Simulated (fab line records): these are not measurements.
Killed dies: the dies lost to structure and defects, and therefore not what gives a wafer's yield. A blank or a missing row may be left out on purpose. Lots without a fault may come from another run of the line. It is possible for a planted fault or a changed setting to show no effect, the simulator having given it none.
A struck lot beside a sound one -- flow ritCmos -- 14 out of 202 route steps
Sound: the wafers L102.1, L102.2, L102.6. Struck: wafers L108.1, L108.3, L108.4. The cause comes at the end.
Each step with rows lists, per side, the tool, then ch with its chambers, then its first start. Under that, the readings that differ: sound wafers -- struck wafers -- difference of the means -- sigmas: that difference in standard deviations of wafers without a fault.
alike: a reading whose means differ by less than 2 such deviations, as well as words and numbers matching on both sides. not compared: withheld readings; readings where some wafer has no value; bounds like >300 that might hide an equal value; numbers whose values overlap and for which the record gives no deviation.
Wherever a step has rows on one side only, a row that says differs or no value, or a row with sigmas, the two part there. Numbers that don't overlap but have no deviation are shown without sigmas and don't part them. Lack of a reading on every wafer of one side parts them only where that side has two or more wafers.

RIT_ACTIVE_THK_MEAS_02:
  struck on filmMetro-04, day 4 20:16; sound on filmMetro-04, day 3 14:15
  alike: ACTIVE_OXIDE_THK
then, 1 step without rows for these wafers: RIT_ACTIVE_CVD_03 (deposits Si3N4 from SiH2Cl2/NH3, target thk 150 nm, time 1500 s).
RIT_ACTIVE_THK_MEAS_04:
  struck on filmMetro-01, day 4 21:45; sound on filmMetro-02, day 3 15:43
  alike: ACTIVE_NITRIDE_THK
then, 6 steps without rows for these wafers: RIT_ACTIVE_HMDS_05 (prime time 61.54 s); RIT_ACTIVE_COAT_06 (resist thk 1000 nm); RIT_ACTIVE_SOFTBAKE_07 (time 60 s); RIT_ACTIVE_EXPOSE_08 (exposes mask M1, target cd 1400 nm); RIT_ACTIVE_PEB_09; RIT_ACTIVE_DEVELOP_10 (develop time 50 s).
RIT_ACTIVE_CD_MEAS_11: target cd 1400 nm.
  struck on cdSem-01, day 4 22:40; sound on cdSem-01, day 3 16:38
  alike: cdNm
then, 1 step without rows for these wafers: RIT_ACTIVE_HARDBAKE_12 (time 60 s).
RIT_ACTIVE_ETCH_13: etches Si3N4 in SF6, stops on SiO2, time 210 s, target depth 210 nm.
  sound on rieDiel-02 ch 1,3, day 3 16:54; struck on rieDiel-03 ch 0,1,3, day 4 22:56
  alike: drypumpMotorCurrentA, oesProductAu, throttleValvePct
  not compared: rfHoursCounterH
RIT_ACTIVE_STRIP_14: strips in O2, time 180 s.
  sound on plasmaAsher-04 ch 0,1, day 3 17:02; struck on plasmaAsher-01 ch 0,1, day 4 23:04
  no value came back on the struck wafers for chamberPressureMTorr (mTorr), drypumpMotorCurrentA (A), timeS (s); on the sound wafers chamberPressureMTorr (mTorr) reads 4003 4002 4003
reading,sound,struck,difference,sigmas
model.NOVOLAK_of_ACTIVE_COAT_06.thkNm (nm),0 0 0,661.2 656.5 643.3,+653.7,
  not compared: rfHoursCounterH
RIT_ACTIVE_CD_MEAS_90: target cd 1400 nm.
  struck on cdSem-01, day 4 23:14; sound on cdSem-02, day 3 17:13
  alike: cdNm

## WHERE THEY PART
At RIT_ACTIVE_STRIP_14 and nowhere else, as far as this record goes. Later steps at which nothing parts them and some readings are alike: RIT_ACTIVE_CD_MEAS_90.

WHY: what the simulator had put in
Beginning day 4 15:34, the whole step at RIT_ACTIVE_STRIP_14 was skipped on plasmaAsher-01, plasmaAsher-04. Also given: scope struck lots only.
